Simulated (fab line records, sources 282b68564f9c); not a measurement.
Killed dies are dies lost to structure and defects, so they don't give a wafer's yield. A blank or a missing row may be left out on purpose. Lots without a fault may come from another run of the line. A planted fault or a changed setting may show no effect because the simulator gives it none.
A struck lot beside a sound one | flow rit_cmos | 18 steps out of a route of 202
Sound: wafers L268.3, L268.4, L268.6. Struck: wafer L277.2. (L277.4, L277.6 of the same lot were not struck and are left out.) The cause comes at the end.
At each step with rows: each side's tool, then ch and its chambers, then its first start. Under that, the readings that differ: sound wafers | struck wafers | difference of the means | sigmas: that difference in standard deviations of wafers without a fault.
alike: readings whose means differ by less than 2 such deviations, and words and numbers that are the same on both sides. not compared: withheld readings, readings that some wafer has no value for, bounds like >300 that may hide the same value, and numbers for which the record gives no deviation and whose values overlap.
The two part at a step that has a row with sigmas, a row that says differs or no value, or rows on one side only. Numbers that don't overlap but have no deviation are shown without sigmas and don't part them. A reading that every wafer of one side lacks parts them only if that side has two wafers or more.

RIT_M1_SPUTTER_00: material Al, target thk 400 nm, time 500 s.
  sound on pvd_sputter-03, day 3 10:08; struck on pvd_sputter-01, day 5 06:43
  alike: throttle_valve_pct
RIT_M1_RS_MEAS_01: measures by four-point-probe.
  sound on film_metro-04, day 3 10:28; struck on film_metro-02, day 5 07:01
  reading           | sound                | struck | difference | sigmas
  M1_AL_RS (ohm/sq) | 0.0764 0.0761 0.0765 | 0.0749 | -0.0014    | -2
RIT_M1_THK_MEAS_02: measures by xrf.
  sound on film_metro-04, day 3 10:34; struck on film_metro-02, day 5 07:08
  reading        | sound       | struck | difference | sigmas
  M1_AL_THK (nm) | 376 378 377 | 390    | +13        | +3
then, 6 steps without rows for these wafers: RIT_M1_HMDS_03 (prime time 60 s); RIT_M1_COAT_04 (resist thk 1300 nm); RIT_M1_SOFTBAKE_05 (time 60 s); RIT_M1_EXPOSE_06 (exposes mask M12, target cd 2600 nm); RIT_M1_PEB_07; RIT_M1_DEVELOP_08 (develop time 68 s).
RIT_M1_CD_MEAS_09: target cd 2600 nm.
  sound on cd_sem-02, day 3 11:39; struck on cd_sem-01, day 5 08:13
  alike: cd_nm
RIT_M1_OVL_MEAS_10:
  sound on overlay-02, day 3 11:44; struck on overlay-01, day 5 08:19
  alike: M1_OVL
then, 1 step without rows for these wafers: RIT_M1_HARDBAKE_11 (time 120 s).
RIT_M1_METAL_ETCH_12: etches Al in Cl2/BCl3, stops on SiO2, time 165 s, target depth 600 nm.
  sound on rie_metal-04 ch 0,1, day 3 12:04; struck on rie_metal-04 ch 0, day 5 08:36
  reading                                  | sound             | struck  | difference                   | sigmas
  oes_product_au (a.u.)                    | 0.755 0.762 0.753 | 0.662   | -0.095                       | -11
  over_etch_frac                           | 0.5 0.5 0.5       | 0.97907 | +0.47907                     |
  rf_hours_counter_h (h)                   | - - -             | 4       | no value on the sound wafers |
  model.NOVOLAK_of_M1_COAT_04.thk_nm (nm)  | 787.7 807 812.6   | 675.7   | -126.7                       |
  model.SiO2_of_CONTACT_CVD_00.thk_nm (nm) | 364.1 373.8 374.5 | 347.6   | -23.2                        |
  model.M1.feature_depth_nm (nm)           | 418.4 418.2 415.9 | 438.4   | +20.9                        |
  alike: drypump_motor_current_A, throttle_valve_pct
then, 1 step without rows for these wafers: RIT_M1_STRIP_13 (strips in nmp, time 600 s).
RIT_M1_STRIP_14: strips in O2, time 180 s.
  sound on plasma_asher-02 ch 0,1, day 3 12:25; struck on plasma_asher-02 ch 1, day 5 08:56
  reading                | sound | struck | difference                   | sigmas
  rf_hours_counter_h (h) | - - - | 46     | no value on the sound wafers |
  alike: drypump_motor_current_A, rf_refl_power_W
RIT_M1_CD_MEAS_90: target cd 2600 nm.
  sound on cd_sem-02, day 3 12:34; struck on cd_sem-02, day 5 09:08
  reading    | sound                | struck | difference | sigmas
  cd_nm (nm) | 2597.8 2598.6 2600.2 | 2588.2 | -10.7      | -4
then, 1 step without rows for these wafers: RIT_M1_ANNEAL_15 (time 1800 s).
RIT_M1_PROBE_99:
  sound on prober-02, day 3 14:22; struck on prober-02, day 5 10:54
  reading                               | sound                       | struck   | difference | sigmas
  defect_limited_yield (%)              | 97.7 95.5 97.7              | 99.6     | +2.6       | +2
  killed_at_front_end                   | 6 12 6                      | 1        | -7         | -2
  killed_dies                           | 6 12 6                      | 1        | -7         | -2
  killed_short                          | 4 6 3                       | 0        | -4         | -3
  sort_n_pass                           | 258.0 252.0 258.0           | 263.0    | +7.0       | +2
  sort_yield_pct (%)                    | 97.7 95.5 97.7              | 99.6     | +2.6       | +2
  model.etest.antenna_m1.vt_shift_v (V) | -0.01278 -0.01307 -0.009587 | -0.01999 | -0.00818   |
  alike: killed_on_rim, killed_open, sort_bin_3_pad_short, sort_bin_5_function, sort_bin_6_memory

WHERE THEY PART
First at RIT_M1_RS_MEAS_01; last, within this record, at RIT_M1_PROBE_99.

WHY: what the simulator had put in
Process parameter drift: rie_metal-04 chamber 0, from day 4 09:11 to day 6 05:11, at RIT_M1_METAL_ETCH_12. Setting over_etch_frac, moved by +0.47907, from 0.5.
